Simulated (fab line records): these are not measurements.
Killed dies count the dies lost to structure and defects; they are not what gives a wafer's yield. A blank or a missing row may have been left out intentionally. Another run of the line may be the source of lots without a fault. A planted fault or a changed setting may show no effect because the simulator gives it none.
Which tool is to blame?    flow rit cmos    Sampling: 15 lots, 45 wafers, 2 of 202 route steps

## WHAT THE GAUGES READ, wafer by wafer
RIT_PRETRO_TW_MEAS_10. Usual: PRETRO_TW gives 477 (standard deviation 3.6).
lot   measured     on             PRETRO_TW    flag
L224  day 2 19:16  film metro-01  473 470 473  
L225  day 2 22:40  film metro-02  480 480 481  
L226  day 3 04:01  film metro-01  477 475 479  
L227  day 3 08:43  film metro-01  474 473 475  
L228  day 3 15:25  film metro-04  30 30 30     OFF
L229  day 3 20:30  film metro-02  30 30 30     OFF
L230  day 4 00:56  film metro-02  30 30 30     OFF
L238  day 5 22:06  film metro-04  481 479 478  
L239  day 5 22:39  film metro-02  480 482 480  
L240  day 6 07:17  film metro-02  482 481 482  
L241  day 6 12:56  film metro-01  471 470 474  
L242  day 6 16:02  film metro-01  473 471 471  
L243  day 6 20:53  film metro-04  473 475 475  
L244  day 7 01:43  film metro-04  477 477 477  
L245  day 7 04:03  film metro-04  478 478 476  

## WHICH TOOL RAN EACH LOT (tool, then ch and the chambers of the sampled wafers, then the start)
lot   RIT_NRETRO_STRIP_09
L224  plasma asher-03 ch 0, day 2 17:25
L225  plasma asher-03 ch 0,1, day 2 20:49
L226  plasma asher-02 ch 0,1, day 3 02:17
L227  plasma asher-02 ch 0,1, day 3 06:52
L228  plasma asher-02 ch 0,1, day 3 13:38
L229  plasma asher-02 ch 0,1, day 3 18:46
L230  plasma asher-01 ch 0,1, day 3 23:15
L238  plasma asher-01 ch 0,1, day 5 20:22
L239  plasma asher-03 ch 0,1, day 5 20:47
L240  plasma asher-01 ch 0,1, day 6 05:17
L241  plasma asher-01 ch 0,1, day 6 11:07
L242  plasma asher-03 ch 0,1, day 6 14:19
L243  plasma asher-02 ch 0,1, day 6 18:56
L244  plasma asher-02 ch 0,1, day 6 23:55
L245  plasma asher-02 ch 0,1, day 7 02:14
- RIT_NRETRO_STRIP_09: strips in O2, time 180 s.

## AS READ BY THE TOOLS THEMSELVES (means over the sampled wafers that have a number; for cases with no such wafer, the mark the record gives instead)
RIT_NRETRO_STRIP_09. Usual: chamber pressure mTorr 4000 mTorr, standard deviation 3.6; drypump motor current A 5.6 A, standard deviation 0.56.
lot   tool             chamber pressure mTorr (mTorr)  drypump motor current A (A)  flag
L224  plasma asher-03  3998                            6.3                          
L225  plasma asher-03  4001                            5.9                          
L226  plasma asher-02  4002                            5.9                          
L227  plasma asher-02  4002                            5.9                          
L228  plasma asher-02  -                               -                            OFF
L229  plasma asher-02  -                               -                            OFF
L230  plasma asher-01  -                               -                            OFF
L238  plasma asher-01  4001                            4.9                          
L239  plasma asher-03  3997                            5.8                          
L240  plasma asher-01  4000                            5.1                          
L241  plasma asher-01  3998                            5.1                          
L242  plasma asher-03  4002                            5.9                          
L243  plasma asher-02  4001                            5.6                          
L244  plasma asher-02  4001                            5.6                          
L245  plasma asher-02  4003                            5.6                          

## THE ANSWER, worked out from the rows above alone
Rule: a lot is off if the mean of its wafers that have a number lies more than 3 standard deviations from the usual mean. A lot without any number at a reading at which 4 lots or more have one is off too. The other lots that the step has rows for count as sound. Order of review: gauges by route order, followed by the tools' own readings, for which a lot's mean as printed above is used. At the first step where some lot is off, the reading lying furthest off is the one used; lots without a number count as furthest.
Off: L228, L229, L230, seen at RIT_PRETRO_TW_MEAS_10 (PRETRO_TW).
If a tool, at a process step before that reading, ran all the lots that are off and no sound lot after the first of them, it fits. Not tried: the gauges at RIT_PRETRO_TW_MEAS_10; whatever is off there is also off at RIT_NRETRO_STRIP_09, on other tools, and gauge error can't account for it. Not one of the candidates tried fits.

## WHAT THE SIMULATOR HAD PUT IN
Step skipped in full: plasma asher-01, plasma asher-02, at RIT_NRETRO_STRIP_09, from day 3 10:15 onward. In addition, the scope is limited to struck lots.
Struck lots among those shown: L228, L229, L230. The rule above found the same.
